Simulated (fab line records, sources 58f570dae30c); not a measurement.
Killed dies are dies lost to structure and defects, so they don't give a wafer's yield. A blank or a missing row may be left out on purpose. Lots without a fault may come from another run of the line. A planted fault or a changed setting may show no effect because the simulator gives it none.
fab line records | flow berkeley_cmos170
record lots=5 wafers=15 last_day=11
route steps=331 shown SILICIDE@211 CONTACT@216 M1@238
lots that met no fault: from a run of the same line without faults
start_h: hours from the record's first day to the start of the lot's first wafer shown | wait_h: hours since the lot's step before | " the same as in the row above | L1.1+2: a row that stands for several wafers | - no value, or no start given | * or withheld: withheld | < > ~ a bound
route shown NAME@n: a module of which the file shows steps, and the number in the route of the first | usual: mean/standard deviation of fault-free wafers | same: alike in all rows | chamber/n: place in a boat | sites: the reading at each site | _std_site: their standard deviation | _edge_site: outer sites' mean less inner sites' | radius_mm: how far each site lies from the wafer's centre | mask NAME#n: copy n | behind: the tool/chamber that last shaped the wafer | hold: why the lot was held/for how many hours/how that ended | device: the transistor (n, p or np) that didn't switch | end of line: the same wafers' tests at the end of the route | a step without rows: its recipe alone | killed: dies lost to structure and defects at the first sort, not the wafer's yield | map: a wafer's dies, x killed, . not, _ none there
set.NAME: the setting as run; set.NAME@STEP: as run at that earlier step | model.NAME: the simulator's own value behind a step, which no gauge read
lots at some steps of the route; a table a step, a row a wafer
services: from which hour (start_h, from the record's first day; less than 0 if before it) a tool's chamber was out of use, for how many hours, and why
## steps
# step UCB170_SILICIDE_SPUTTER_01
# recipe material=Ti target_thk_nm=30 time_s=25 power_w=1500 chamber_pressure_pa=0.5
# usual cathode_dc_power_W=1500.0/0.29 throttle_valve_pct=30.8/0.63
# columns lot.wafer tool chamber start_h wait_h cathode_dc_power_W throttle_valve_pct
L078.2 pvd_sputter-03 - 162.04 0.0 1500.3 30.0
L078.4 " - " " 1500.4 31.7
L078.5 " - " " 1499.8 30.1
L077.2 pvd_sputter-01 - 162.16 0.0 1500.0 30.6
L077.3 " - " " 1500.1 30.7
L077.4 " - " " 1499.5 31.8
L081.1 pvd_sputter-03 - 189.29 0.0 1500.6 32.0
L081.3 " - " " 1500.1 30.8
L081.4 " - " " 1500.0 30.1
L083.1 pvd_sputter-01 - 189.82 0.0 1499.8 30.7
L083.2 " - " " 1499.6 30.7
L083.3 " - " " 1499.8 30.2
L095.2 pvd_sputter-03 - 249.03 0.0 1500.2 30.1
L095.5 " - " " 1499.9 31.3
L095.6 " - " " 1500.0 30.6
# step UCB170_SILICIDE_RS_MEAS_02
# recipe thk_meas_gauge=four-point-probe reads=Ti_of_SILICIDE_SPUTTER_01
# usual SILICIDE_TI_RS=26.2/0.4
# columns lot.wafer tool chamber start_h wait_h SILICIDE_TI_RS[ohm/sq]
L078.2 film_metro-03 - 162.09 0.0 26.0
L078.4 " - " " 26.2
L078.5 " - " " 26.0
L077.2 film_metro-04 - 162.21 0.0 27.0
L077.3 " - " " 26.1
L077.4 " - " " 26.5
L081.1 film_metro-01 - 189.38 0.1 26.4
L081.3 " - " " 26.3
L081.4 " - " " 26.3
L083.1 film_metro-01 - 189.85 0.0 26.1
L083.2 " - " " 27.1
L083.3 " - " " 26.1
L095.2 film_metro-04 - 249.08 0.0 25.7
L095.5 " - " " 26.4
L095.6 " - " " 26.0
# step UCB170_SILICIDE_THK_MEAS_03
# recipe thk_meas_gauge=xrf reads=Ti_of_SILICIDE_SPUTTER_01
# usual SILICIDE_TI_THK=29.5/0.41
# columns lot.wafer tool chamber start_h wait_h SILICIDE_TI_THK[nm]
L078.2 film_metro-03 - 162.20 0.1 29.7
L078.4 " - " " 29.6
L078.5 " - " " 29.7
L077.2 film_metro-04 - 162.32 0.1 28.7
L077.3 " - " " 29.7
L077.4 " - " " 29.4
L081.1 film_metro-01 - 189.50 0.1 29.3
L081.3 " - " " 29.3
L081.4 " - " " 29.5
L083.1 film_metro-01 - 189.97 0.1 29.4
L083.2 " - " " 28.5
L083.3 " - " " 29.4
L095.2 film_metro-04 - 249.19 0.1 29.9
L095.5 " - " " 29.3
L095.6 " - " " 29.8
# step UCB170_SILICIDE_RTA_04
# recipe temp_c=650 time_s=15 ambient=N2
# usual lamp_power_pct=11.00/0.054 wafer_temp_C_max=653.7/0.79
# columns lot.wafer tool chamber start_h wait_h lamp_power_pct wafer_temp_C_max
L078.2 rtp_anneal-01 0 162.26 0.1 11.04 654.0
L078.4 " 0 " " 11.04 654.8
L078.5 " 0 " " 11.05 654.2
L077.2 rtp_anneal-01 0 162.39 0.1 11.04 656.2
L077.3 " 0 " " 11.03 653.6
L077.4 " 0 " " 11.04 653.1
L081.1 rtp_anneal-01 0 189.56 0.1 11.03 652.6
L081.3 " 0 " " 11.06 653.3
L081.4 " 0 " " 11.04 652.9
L083.1 rtp_anneal-01 0 190.03 0.1 11.04 653.4
L083.2 " 0 " " 11.06 653.2
L083.3 " 0 " " 11.04 652.6
L095.2 rtp_anneal-02 0 249.25 0.1 10.93 652.8
L095.5 " 0 " " 10.94 653.7
L095.6 " 0 " " 10.92 653.3
# step UCB170_SILICIDE_WET_ETCH_05
# recipe chemistry=SPM time_s=45 temp_c=120 target=Ti
# columns lot.wafer tool chamber start_h wait_h
L078.2+4+5 wet_bench-02 3 162.32 0.1
L077.2+3+4 wet_bench-01 3 162.45 0.1
L081.1+3+4 wet_bench-01 2 189.63 0.1
L083.1+2+3 wet_bench-04 3 190.11 0.1
L095.2+5+6 wet_bench-02 3 249.37 0.1
# step UCB170_CONTACT_CLEAN_00
# recipe chemistry=SPM temp_c=120 time_s=600
# columns lot.wafer tool chamber start_h wait_h
L078.2+4+5 wet_bench-02 3 162.34 0.0
L077.2+3+4 wet_bench-01 1 162.47 0.0
L081.1+3+4 wet_bench-04 2 189.65 0.0
L083.1+2+3 wet_bench-04 0 190.15 0.0
L095.2+5+6 wet_bench-02 2 249.39 0.0
# step UCB170_CONTACT_CVD_01
# recipe material=PSG target_thk_nm=700 temp_c=450 precursor=SiH4/O2/PH3 time_s=2820 pressure_mtorr=300 sih4_flow_sccm=60 o2_flow_sccm=90 ph3_flow_sccm=25
# usual sih4_flow_sccm=60.02/0.18 spike_tc_source_C=468.0/1.6
# columns lot.wafer tool chamber start_h wait_h sih4_flow_sccm spike_tc_source_C
L077.2 lpcvd-01 0 164.97 2.3 60.01 470.2
L077.3 " 0 " " 60.08 468.8
L077.4 " 0 " " 60.12 470.8
L078.2 lpcvd-01 0 164.97 2.4 60.17 471.1
L078.4 " 0 " " 59.98 467.8
L078.5 " 0 " " 59.89 469.3
L081.1 lpcvd-01 0 190.10 0.3 59.97 468.6
L081.3 " 0 " " 59.97 469.1
L081.4 " 0 " " 59.86 470.4
L083.1 lpcvd-02 1 191.70 1.4 59.83 468.2
L083.2 " 1 " " 60.06 466.1
L083.3 " 1 " " 59.85 468.3
L095.2 lpcvd-02 0 249.56 0.0 60.07 466.3
L095.5 " 0 " " 60.12 463.9
L095.6 " 0 " " 60.06 465.6
# step UCB170_CONTACT_THK_MEAS_02
# recipe reads=PSG_of_CONTACT_CVD_01
# usual CONTACT_PSG_THK=698/6.2
# columns lot.wafer tool chamber start_h wait_h CONTACT_PSG_THK[nm]
L077.2 film_metro-04 - 166.81 0.1 698
L077.3 " - " " 695
L077.4 " - " " 705
L078.2 film_metro-02 - 166.81 0.1 696
L078.4 " - " " 696
L078.5 " - " " 700
L081.1 film_metro-02 - 191.88 0.0 696
L081.3 " - " " 700
L081.4 " - " " 702
L083.1 film_metro-04 - 193.49 0.0 707
L083.2 " - " " 698
L083.3 " - " " 704
L095.2 film_metro-01 - 251.35 0.0 704
L095.5 " - " " 700
L095.6 " - " " 700
# step UCB170_CONTACT_HMDS_03
# recipe prime_time_s=60 prime_temp_c=100
# columns lot.wafer tool chamber start_h wait_h
L077.2+3+4 litho_track-02 0 166.89 0.1
L078.2+4+5 litho_track-03 0 166.89 0.1
L081.1+3+4 litho_track-03 0 192.21 0.3
L083.1+2+3 litho_track-03 0 193.55 0.1
L095.2+5+6 litho_track-03 0 251.68 0.3
# step UCB170_CONTACT_COAT_04
# recipe resist=KrF spin_rpm=1500 resist_thk_nm=900
# columns lot.wafer tool chamber start_h wait_h
L077.2+3+4 litho_track-02 0 167.04 0.1
L078.2+4+5 litho_track-03 0 167.04 0.1
L081.1+3+4 litho_track-03 0 192.36 0.1
L083.1+2+3 litho_track-03 0 193.70 0.1
L095.2+5+6 litho_track-03 0 251.83 0.1
# step UCB170_CONTACT_SOFTBAKE_05
# recipe resist=KrF temp_c=130 time_s=59.25
# columns lot.wafer tool chamber start_h wait_h
L077.2+3+4 litho_track-02 0 167.19 0.1
L078.2+4+5 litho_track-03 0 167.19 0.1
L081.1+3+4 litho_track-03 0 192.51 0.1
L083.1+2+3 litho_track-03 0 193.85 0.1
L095.2+5+6 litho_track-03 0 251.98 0.1
# step UCB170_CONTACT_STRIP_06
# recipe chemistry=O2 power_w=400 pressure_mtorr=3500 platen_temp_c=withheld o2_flow_sccm=400 overash_fraction=0.5
# usual drypump_motor_current_A=5.5/0.42 oes_product_au=0.735/0.0049 strip_time_to_endpoint_s=21.96/0.063
# columns lot.wafer tool chamber start_h wait_h drypump_motor_current_A oes_product_au rf_hours_counter_h strip_time_to_endpoint_s
L077.2 plasma_asher-01 1 167.31 0.1 5.8 0.733 46 21.79
L077.3 " 0 " " 5.4 0.732 - 21.81
L077.4 " 1 " " 5.8 0.736 - 21.73
L078.2 plasma_asher-02 1 167.31 0.1 5.1 0.731 42 22.00
L078.4 " 1 " " 5.1 0.732 - 21.97
L078.5 " 1 " " 5.1 0.732 - 21.93
L081.1 plasma_asher-01 1 192.66 0.1 5.8 0.738 46 21.98
L081.3 " 0 " " 5.4 0.732 - 22.06
L081.4 " 1 " " 5.8 0.730 - 22.02
L083.1 plasma_asher-04 0 194.00 0.1 6.2 0.730 10 21.99
L083.2 " 1 " " 5.8 0.736 10 22.03
L083.3 " 1 " " 5.8 0.732 - 21.93
L095.2 plasma_asher-01 0 252.11 0.1 5.4 0.741 53 22.02
L095.5 " 0 " " 5.3 0.742 - 22.00
L095.6 " 1 " " 5.8 0.731 - 21.98
# step UCB170_CONTACT_CLEAN_07
# recipe chemistry=SPM temp_c=120 time_s=600
# columns lot.wafer tool chamber start_h wait_h
L077.2+3+4 wet_bench-02 3 167.56 0.2
L078.2+4+5 wet_bench-02 2 167.56 0.2
L081.1+3+4 wet_bench-02 3 192.76 0.1
L083.1+2+3 wet_bench-02 1 194.10 0.1
L095.2+5+6 wet_bench-01 0 252.25 0.1
# step UCB170_CONTACT_RTA_08
# recipe temp_c=900 time_s=10 ambient=N2
# usual lamp_power_pct=25.66/0.13 wafer_temp_C_max=905.4/1.1
# columns lot.wafer tool chamber start_h wait_h lamp_power_pct wafer_temp_C_max
L077.2 rtp_anneal-01 0 167.75 0.0 25.72 903.6
L077.3 " 0 " " 25.72 906.9
L077.4 " 0 " " 25.80 906.5
L078.2 rtp_anneal-01 0 167.81 0.1 25.75 905.3
L078.4 " 0 " " 25.80 903.7
L078.5 " 0 " " 25.73 904.5
L081.1 rtp_anneal-02 0 192.95 0.0 25.52 904.7
L081.3 " 0 " " 25.51 905.2
L081.4 " 0 " " 25.48 907.7
L083.1 rtp_anneal-01 0 194.29 0.0 25.75 906.0
L083.2 " 0 " " 25.73 907.4
L083.3 " 0 " " 25.78 905.1
L095.2 rtp_anneal-01 0 252.44 0.0 25.74 904.9
L095.5 " 0 " " 25.77 905.5
L095.6 " 0 " " 25.73 904.0
# step UCB170_CONTACT_COAT_09
# recipe resist=BARC temp_c=withheld time_s=withheld spin_rpm=3000 resist_thk_nm=withheld
# columns lot.wafer tool chamber start_h wait_h
L077.2+3+4 litho_track-04 0 167.83 0.1
L078.2+4+5 litho_track-02 0 167.99 0.2
L081.1+3+4 litho_track-02 0 193.02 0.1
L083.1+2+3 litho_track-02 0 194.44 0.1
L095.2+5+6 litho_track-04 0 252.99 0.5
# step UCB170_CONTACT_COAT_10
# recipe resist=KrF spin_rpm=1500 resist_thk_nm=913.2
# columns lot.wafer tool chamber start_h wait_h
L077.2+3+4 litho_track-04 0 - -
L078.2+4+5 litho_track-02 0 - -
L081.1+3+4 litho_track-02 0 - -
L083.1+2+3 litho_track-02 0 - -
L095.2+5+6 litho_track-04 0 - -
# step UCB170_CONTACT_SOFTBAKE_11
# recipe resist=KrF temp_c=130 time_s=60
# columns lot.wafer tool chamber start_h wait_h
L077.2+3+4 litho_track-04 0 - -
L078.2+4+5 litho_track-02 0 - -
L081.1+3+4 litho_track-02 0 - -
L083.1+2+3 litho_track-02 0 - -
L095.2+5+6 litho_track-04 0 - -
# step UCB170_CONTACT_EXPOSE_12
# recipe mask_id=CONT target_cd_nm=700 na=0.5 sigma_outer=0.6 source_shape=conventional dose_mj=35
# columns lot.wafer tool chamber start_h wait_h mask
L077.2+3+4 krf_scanner-01 0 168.27 - CONT#0
L078.2+4+5 krf_scanner-01 0 168.44 - CONT#0
L081.1+3+4 krf_scanner-02 0 193.60 - CONT#0
L083.1+2+3 krf_scanner-01 0 194.89 - CONT#0
L095.2+5+6 krf_scanner-02 0 253.56 - CONT#0
# step UCB170_CONTACT_PEB_13
# recipe peb_temp_c=130 peb_time_s=withheld resist=KrF
# columns lot.wafer tool chamber start_h wait_h
L077.2+3+4 litho_track-02 0 168.44 0.2
L078.2+4+5 litho_track-02 0 168.72 0.3
L081.1+3+4 litho_track-02 0 193.71 0.1
L083.1+2+3 litho_track-03 0 195.00 0.1
L095.2+5+6 litho_track-03 0 254.03 0.5
# step UCB170_CONTACT_DEVELOP_14
# recipe developer=TMAH develop_time_s=45 resist=KrF dev_temp_c=21
# same develop_time_s=45
# columns lot.wafer tool chamber start_h wait_h
L077.2+3+4 litho_track-02 0 - -
L078.2+4+5 litho_track-02 0 - -
L081.1+3+4 litho_track-02 0 - -
L083.1+2+3 litho_track-03 0 - -
L095.2+5+6 litho_track-03 0 - -
# step UCB170_CONTACT_CD_MEAS_15
# recipe target_cd_nm=700
# usual cd_nm=700.0/1.5
# columns lot.wafer tool chamber start_h wait_h cd_nm
L077.2 cd_sem-01 - 168.71 - 702.0
L077.3 " - " " 701.9
L077.4 " - " " 702.0
L078.2 cd_sem-01 - 168.99 - 702.1
L078.4 " - " " 703.4
L078.5 " - " " 702.3
L081.1 cd_sem-02 - 193.99 - 700.7
L081.3 " - " " 699.8
L081.4 " - " " 699.8
L083.1 cd_sem-01 - 195.28 - 700.1
L083.2 " - " " 699.5
L083.3 " - " " 699.8
L095.2 cd_sem-01 - 254.30 - 701.1
L095.5 " - " " 700.7
L095.6 " - " " 700.3
# step UCB170_CONTACT_OVL_MEAS_16
# usual CONTACT_OVL=8/5.7
# columns lot.wafer tool chamber start_h wait_h CONTACT_OVL[nm]
L077.2 overlay-02 - 168.82 0.1 18
L077.3 " - " " 13
L077.4 " - " " 19
L078.2 overlay-02 - 169.09 0.1 16
L078.4 " - " " 0
L078.5 " - " " 12
L081.1 overlay-01 - 194.11 0.1 8
L081.3 " - " " 9
L081.4 " - " " 7
L083.1 overlay-02 - 195.40 0.1 11
L083.2 " - " " 2
L083.3 " - " " -1
L095.2 overlay-01 - 254.41 0.1 -3
L095.5 " - " " 10
L095.6 " - " " 12
# step UCB170_CONTACT_ETCH_17
# recipe chemistry=N2/H2 target_depth_a=withheld overetch_a=withheld target=BARC time_s=withheld source_w=500 bias_w=100 pressure_mtorr=30 n2_flow_sccm=100 h2_flow_sccm=200
# usual bias_w=100.0/0.31 drypump_motor_current_A=5.6/0.52 oes_product_au=1.00/0.035 throttle_valve_pct=13.32/0.17
# columns lot.wafer tool chamber start_h wait_h bias_w drypump_motor_current_A oes_product_au throttle_valve_pct
L077.2 rie_diel-01 2 168.85 0.0 99.6 6.8 1.03 13.31
L077.3 " 1 " " 100.2 5.6 1.03 13.79
L077.4 " 3 " " 100.4 5.7 1.00 13.25
L078.2 rie_diel-02 2 169.12 0.0 99.5 4.7 0.96 13.32
L078.4 " 3 " " 99.7 5.6 1.03 13.19
L078.5 " 3 " " 99.7 5.6 1.04 13.20
L081.1 rie_diel-04 2 194.14 0.0 100.8 5.4 1.01 13.16
L081.3 " 1 " " 99.6 4.9 1.01 13.07
L081.4 " 3 " " 100.4 6.0 0.95 13.18
L083.1 rie_diel-02 1 195.43 0.0 99.8 5.0 1.06 13.34
L083.2 " 0 " " 100.0 5.4 0.96 13.35
L083.3 " 2 " " 99.9 4.7 0.98 13.32
L095.2 rie_diel-01 1 254.44 0.0 100.1 5.6 1.03 13.78
L095.5 " 2 " " 100.1 6.8 1.05 13.30
L095.6 " 1 " " 100.2 5.6 1.03 13.77
# step UCB170_CONTACT_ETCH_18
# recipe chemistry=CHF3/CF4/Ar target=PSG stop_on=TiSi2 CHF3_flow_sccm=45 cf4_flow_sccm=15 Ar_flow_sccm=150 pressure_mtorr=200 rf_w=700 target_depth_a=8400 over_etch_frac=0.2 time_s=195
# usual drypump_motor_current_A=5.6/0.52 oes_product_au=0.894/0.015 throttle_valve_pct=6.94/0.095
# columns lot.wafer tool chamber start_h wait_h drypump_motor_current_A oes_product_au rf_hours_counter_h throttle_valve_pct
L077.2 rie_diel-01 2 - - 6.8 0.903 18 7.03
L077.3 " 1 " " 5.6 0.903 91 7.13
L077.4 " 3 " " 5.7 0.920 33 6.96
L078.2 rie_diel-02 2 - - 4.7 0.894 22 6.93
L078.4 " 3 " " 5.6 0.909 152 6.89
L078.5 " 3 " " 5.6 0.905 - 6.87
L081.1 rie_diel-04 2 - - 5.4 0.880 1 6.74
L081.3 " 1 " " 5.0 0.889 2 6.83
L081.4 " 3 " " 6.0 0.874 88 6.86
L083.1 rie_diel-02 1 - - 5.0 0.926 7 7.00
L083.2 " 0 " " 5.3 0.872 109 6.88
L083.3 " 2 " " 4.8 0.887 23 6.91
L095.2 rie_diel-01 1 - - 5.6 0.898 95 7.10
L095.5 " 2 " " 6.8 0.894 - 7.03
L095.6 " 1 " " 5.6 0.899 - 7.12
# step UCB170_CONTACT_STRIP_19
# recipe chemistry=O2 power_w=400 pressure_mtorr=3500 platen_temp_c=withheld o2_flow_sccm=400 overash_fraction=0.5
# usual drypump_motor_current_A=5.5/0.47 oes_product_au=0.726/0.0044
# columns lot.wafer tool chamber start_h wait_h drypump_motor_current_A oes_product_au rf_hours_counter_h
L077.2 plasma_asher-01 1 169.01 - 5.8 0.725 46
L077.3 " 1 " " 5.8 0.728 -
L077.4 " 0 " " 5.3 0.726 -
L078.2 plasma_asher-02 0 169.29 - 4.9 0.726 42
L078.4 " 0 " " 4.9 0.723 -
L078.5 " 0 " " 4.9 0.733 -
L081.1 plasma_asher-01 0 194.31 - 5.4 0.723 46
L081.3 " 1 " " 5.8 0.725 -
L081.4 " 0 " " 5.4 0.732 -
L083.1 plasma_asher-02 0 195.60 - 4.9 0.729 46
L083.2 " 1 " " 5.2 0.730 46
L083.3 " 1 " " 5.1 0.725 -
L095.2 plasma_asher-04 1 254.61 - 5.8 0.725 18
L095.5 " 1 " " 5.8 0.727 -
L095.6 " 0 " " 6.2 0.729 -
# step UCB170_CONTACT_CD_MEAS_90
# recipe target_cd_nm=700
# usual cd_nm=699.6/1.7
# columns lot.wafer tool chamber start_h wait_h cd_nm
L077.2 cd_sem-01 - 169.23 0.2 702.6
L077.3 " - " " 702.5
L077.4 " - " " 699.8
L078.2 cd_sem-01 - 169.47 0.1 701.8
L078.4 " - " " 702.2
L078.5 " - " " 701.3
L081.1 cd_sem-02 - 194.41 0.1 700.5
L081.3 " - " " 698.8
L081.4 " - " " 700.3
L083.1 cd_sem-02 - 195.70 0.1 700.6
L083.2 " - " " 700.4
L083.3 " - " " 700.2
L095.2 cd_sem-02 - 254.73 0.1 701.2
L095.5 " - " " 700.6
L095.6 " - " " 700.8
# step UCB170_CONTACT_CLEAN_20
# recipe chemistry=SPM temp_c=120 time_s=600
# columns lot.wafer tool chamber start_h wait_h
L077.2+3+4 wet_bench-02 3 169.33 0.1
L078.2+4+5 wet_bench-02 2 169.57 0.1
L081.1+3+4 wet_bench-02 2 194.53 0.1
L083.1+2+3 wet_bench-02 1 195.99 0.3
L095.2+5+6 wet_bench-04 1 254.83 0.1
# step UCB170_M1_SPUTTER_00
# recipe material=Al target_thk_nm=600 time_s=80 power_w=6000 chamber_pressure_pa=0.5
# usual cathode_dc_power_W=6000.2/1.1 throttle_valve_pct=30.8/0.61
# columns lot.wafer tool chamber start_h wait_h cathode_dc_power_W throttle_valve_pct
L077.2 pvd_sputter-04 - 169.50 0.0 6001.8 30.5
L077.3 " - " " 6000.7 29.8
L077.4 " - " " 6000.7 31.9
L078.2 pvd_sputter-01 - 169.74 0.0 6000.1 30.6
L078.4 " - " " 6000.7 31.5
L078.5 " - " " 5999.9 30.6
L081.1 pvd_sputter-02 - 194.72 0.0 6002.2 30.8
L081.3 " - " " 5999.9 30.4
L081.4 " - " " 6001.8 30.8
L083.1 pvd_sputter-01 - 196.16 0.0 5999.7 30.4
L083.2 " - " " 6000.7 31.8
L083.3 " - " " 6001.7 30.2
L095.2 pvd_sputter-01 - 255.00 0.0 5999.7 30.6
L095.5 " - " " 6001.2 30.4
L095.6 " - " " 5999.5 30.7
# step UCB170_M1_RS_MEAS_01
# recipe thk_meas_gauge=four-point-probe reads=Al_of_M1_SPUTTER_00
# usual M1_AL_RS=0.0487/0.00067
# columns lot.wafer tool chamber start_h wait_h M1_AL_RS[ohm/sq]
L077.2 film_metro-03 - 169.58 0.1 0.0493
L077.3 " - " " 0.0495
L077.4 " - " " 0.0488
L078.2 film_metro-04 - 169.82 0.1 0.0488
L078.4 " - " " 0.0483
L078.5 " - " " 0.0483
L081.1 film_metro-04 - 194.78 0.0 0.0490
L081.3 " - " " 0.0485
L081.4 " - " " 0.0495
L083.1 film_metro-02 - 196.22 0.0 0.0492
L083.2 " - " " 0.0479
L083.3 " - " " 0.0475
L095.2 film_metro-02 - 255.08 0.1 0.0478
L095.5 " - " " 0.0477
L095.6 " - " " 0.0489
# step UCB170_M1_THK_MEAS_02
# recipe thk_meas_gauge=xrf reads=Al_of_M1_SPUTTER_00
# usual M1_AL_THK=614/8.6
# columns lot.wafer tool chamber start_h wait_h M1_AL_THK[nm]
L077.2 film_metro-03 - 169.69 0.1 603
L077.3 " - " " 605
L077.4 " - " " 613
L078.2 film_metro-04 - 169.93 0.1 616
L078.4 " - " " 624
L078.5 " - " " 622
L081.1 film_metro-04 - 194.90 0.1 612
L081.3 " - " " 620
L081.4 " - " " 605
L083.1 film_metro-02 - 196.34 0.1 607
L083.2 " - " " 622
L083.3 " - " " 628
L095.2 film_metro-02 - 255.19 0.1 622
L095.5 " - " " 625
L095.6 " - " " 608
# step UCB170_M1_COAT_03
# recipe resist=BARC temp_c=withheld time_s=withheld spin_rpm=3000 resist_thk_nm=withheld
# columns lot.wafer tool chamber start_h wait_h
L077.2+3+4 litho_track-03 0 169.77 0.1
L078.2+4+5 litho_track-03 0 170.22 0.3
L081.1+3+4 litho_track-02 0 194.96 0.1
L083.1+2+3 litho_track-02 0 196.40 0.1
L095.2+5+6 litho_track-03 0 255.58 0.4
# step UCB170_M1_COAT_04
# recipe resist=KrF spin_rpm=1500 resist_thk_nm=900
# columns lot.wafer tool chamber start_h wait_h
L077.2+3+4 litho_track-03 0 - -
L078.2+4+5 litho_track-03 0 - -
L081.1+3+4 litho_track-02 0 - -
L083.1+2+3 litho_track-02 0 - -
L095.2+5+6 litho_track-03 0 - -
# step UCB170_M1_SOFTBAKE_05
# recipe resist=KrF temp_c=130 time_s=60
# columns lot.wafer tool chamber start_h wait_h
L077.2+3+4 litho_track-03 0 - -
L078.2+4+5 litho_track-03 0 - -
L081.1+3+4 litho_track-02 0 - -
L083.1+2+3 litho_track-02 0 - -
L095.2+5+6 litho_track-03 0 - -
# step UCB170_M1_EXPOSE_06
# recipe mask_id=METAL1 target_cd_nm=700 na=0.5 sigma_outer=0.6 source_shape=conventional dose_mj=21
# columns lot.wafer tool chamber start_h wait_h mask
L077.2+3+4 krf_scanner-02 0 170.21 - METAL1#0
L078.2+4+5 krf_scanner-01 0 170.79 - METAL1#0
L081.1+3+4 krf_scanner-01 0 195.54 - METAL1#0
L083.1+2+3 krf_scanner-02 0 196.85 - METAL1#0
L095.2+5+6 krf_scanner-01 0 256.15 - METAL1#0
# step UCB170_M1_PEB_07
# recipe peb_temp_c=130 peb_time_s=withheld resist=KrF
# columns lot.wafer tool chamber start_h wait_h
L077.2+3+4 litho_track-01 0 170.33 0.1
L078.2+4+5 litho_track-03 0 170.92 0.1
L081.1+3+4 litho_track-02 0 195.65 0.1
L083.1+2+3 litho_track-01 0 197.24 0.4
L095.2+5+6 litho_track-02 0 256.89 0.7
# step UCB170_M1_DEVELOP_08
# recipe developer=TMAH develop_time_s=45 resist=KrF dev_temp_c=21
# same develop_time_s=45
# columns lot.wafer tool chamber start_h wait_h
L077.2+3+4 litho_track-01 0 - -
L078.2+4+5 litho_track-03 0 - -
L081.1+3+4 litho_track-02 0 - -
L083.1+2+3 litho_track-01 0 - -
L095.2+5+6 litho_track-02 0 - -
# step UCB170_M1_CD_MEAS_09
# recipe target_cd_nm=700
# usual cd_nm=700.2/1.3
# columns lot.wafer tool chamber start_h wait_h cd_nm
L077.2 cd_sem-01 - 170.60 - 700.1
L077.3 " - " " 699.7
L077.4 " - " " 698.5
L078.2 cd_sem-01 - 171.19 - 700.1
L078.4 " - " " 699.8
L078.5 " - " " 698.9
L081.1 cd_sem-02 - 195.93 - 702.0
L081.3 " - " " 701.3
L081.4 " - " " 702.1
L083.1 cd_sem-02 - 197.51 - 700.7
L083.2 " - " " 701.7
L083.3 " - " " 700.7
L095.2 cd_sem-02 - 257.16 - 698.8
L095.5 " - " " 699.2
L095.6 " - " " 699.8
# step UCB170_M1_OVL_MEAS_10
# usual M1_OVL=3/4.9
# columns lot.wafer tool chamber start_h wait_h M1_OVL[nm]
L077.2 overlay-01 - 170.71 0.1 -1
L077.3 " - " " 7
L077.4 " - " " 7
L078.2 overlay-02 - 171.29 0.1 7
L078.4 " - " " 10
L078.5 " - " " 2
L081.1 overlay-02 - 196.05 0.1 -7
L081.3 " - " " -7
L081.4 " - " " -5
L083.1 overlay-01 - 197.65 0.1 6
L083.2 " - " " 0
L083.3 " - " " 5
L095.2 overlay-01 - 257.27 0.1 -6
L095.5 " - " " -1
L095.6 " - " " -9
# step UCB170_M1_ETCH_11
# recipe chemistry=N2/H2 target_depth_a=withheld overetch_a=withheld target=BARC time_s=withheld source_w=500 bias_w=100 pressure_mtorr=30 n2_flow_sccm=100 h2_flow_sccm=200
# usual bias_w=100.0/0.35 drypump_motor_current_A=6.0/0.48 oes_product_au=1.00/0.033 throttle_valve_pct=13.34/0.19
# columns lot.wafer tool chamber start_h wait_h bias_w drypump_motor_current_A oes_product_au throttle_valve_pct
L077.2 rie_diel-01 2 170.74 0.0 99.7 6.7 1.04 13.31
L077.3 " 3 " " 99.7 5.7 0.99 13.24
L077.4 " 0 " " 100.2 6.0 0.94 13.37
L078.2 rie_diel-03 2 171.32 0.0 99.8 6.6 1.02 13.23
L078.4 " 3 " " 99.9 6.2 1.05 13.53
L078.5 " 2 " " 100.1 6.5 1.02 13.23
L081.1 rie_diel-04 2 196.09 0.0 99.7 5.4 1.02 13.17
L081.3 " 3 " " 100.5 6.0 0.96 13.19
L081.4 " 0 " " 99.2 5.7 1.01 13.40
L083.1 rie_diel-04 3 197.69 0.0 100.3 6.0 0.96 13.18
L083.2 " 1 " " 100.4 5.0 1.00 13.06
L083.3 " 2 " " 99.6 5.4 1.02 13.15
L095.2 rie_diel-03 1 257.30 0.0 99.4 6.0 1.03 13.19
L095.5 " 2 " " 100.0 6.6 1.00 13.21
L095.6 " 3 " " 100.2 6.1 1.04 13.52
# step UCB170_M1_METAL_ETCH_12
# recipe chemistry=Cl2/BCl3 target=Al stop_on=PSG pressure_mtorr=12 target_depth_a=7800 over_etch_frac=0.3 time_s=130 icp_w=600 bias_w=120 Cl2_flow_sccm=90 bcl3_flow_sccm=45
# usual bias_w=120.0/0.41 drypump_motor_current_A=5.5/0.46 oes_product_au=0.854/0.012 throttle_valve_pct=24.43/0.25
# columns lot.wafer tool chamber start_h wait_h bias_w drypump_motor_current_A oes_product_au rf_hours_counter_h throttle_valve_pct
L077.2 rie_metal-04 1 170.78 - 119.8 5.4 0.840 9 24.60
L077.3 " 0 " " 120.1 5.1 0.849 - 24.05
L077.4 " 1 " " 119.8 5.4 0.855 - 24.59
L078.2 rie_metal-03 0 171.41 - 119.6 4.9 0.861 - 24.45
L078.4 " 0 " " 119.9 4.9 0.868 - 24.45
L078.5 " 0 " " 119.6 4.9 0.869 - 24.46
L081.1 rie_metal-03 0 196.13 - 120.2 5.0 0.854 2 24.46
L081.3 " 1 " " 119.5 5.5 0.844 - 24.48
L081.4 " 0 " " 120.1 5.0 0.858 - 24.45
L083.1 rie_metal-02 1 197.73 - 120.3 6.0 0.866 13 24.52
L083.2 " 0 " " 120.1 6.3 0.838 3 24.80
L083.3 " 0 " " 120.6 6.3 0.852 - 24.78
L095.2 rie_metal-04 1 257.39 - 119.6 5.4 0.860 - 24.60
L095.5 " 1 " " 119.1 5.4 0.859 - 24.58
L095.6 " 1 " " 119.6 5.4 0.855 - 24.59
## services
# columns tool chamber start_h hours kind
krf_scanner-02 - 142.09 1.0 pm
plasma_asher-02 - 143.36 2.8 pm
rie_metal-03 - 149.41 1.3 repair
rie_diel-02 2 170.21 5.9 repair
krf_scanner-02 - 170.31 4.0 pm
rie_metal-03 1 170.74 20.7 repair
plasma_asher-02 - 174.93 0.5 repair
rie_diel-02 - 184.64 0.7 repair
wet_bench-02 - 191.31 1.4 repair
rie_diel-01 - 198.21 0.3 repair
pvd_sputter-03 - 203.26 1.6 repair
krf_scanner-02 - 204.08 1.3 pm
rie_diel-02 - 209.49 2.8 pm
rie_diel-01 2 209.91 3.7 repair
krf_scanner-01 - 216.05 0.8 pm
rie_diel-01 - 227.85 0.4 repair
krf_scanner-01 - 234.18 4.3 repair
lpcvd-01 - 236.66 2.8 pm
plasma_asher-01 - 240.03 2.6 repair
rie_diel-04 2 240.14 12.7 repair
krf_scanner-01 - 242.73 0.6 repair
krf_scanner-02 - 244.21 0.8 pm
krf_scanner-01 - 251.39 1.0 pm
pvd_sputter-03 - 254.48 6.8 repair
## key
fault none
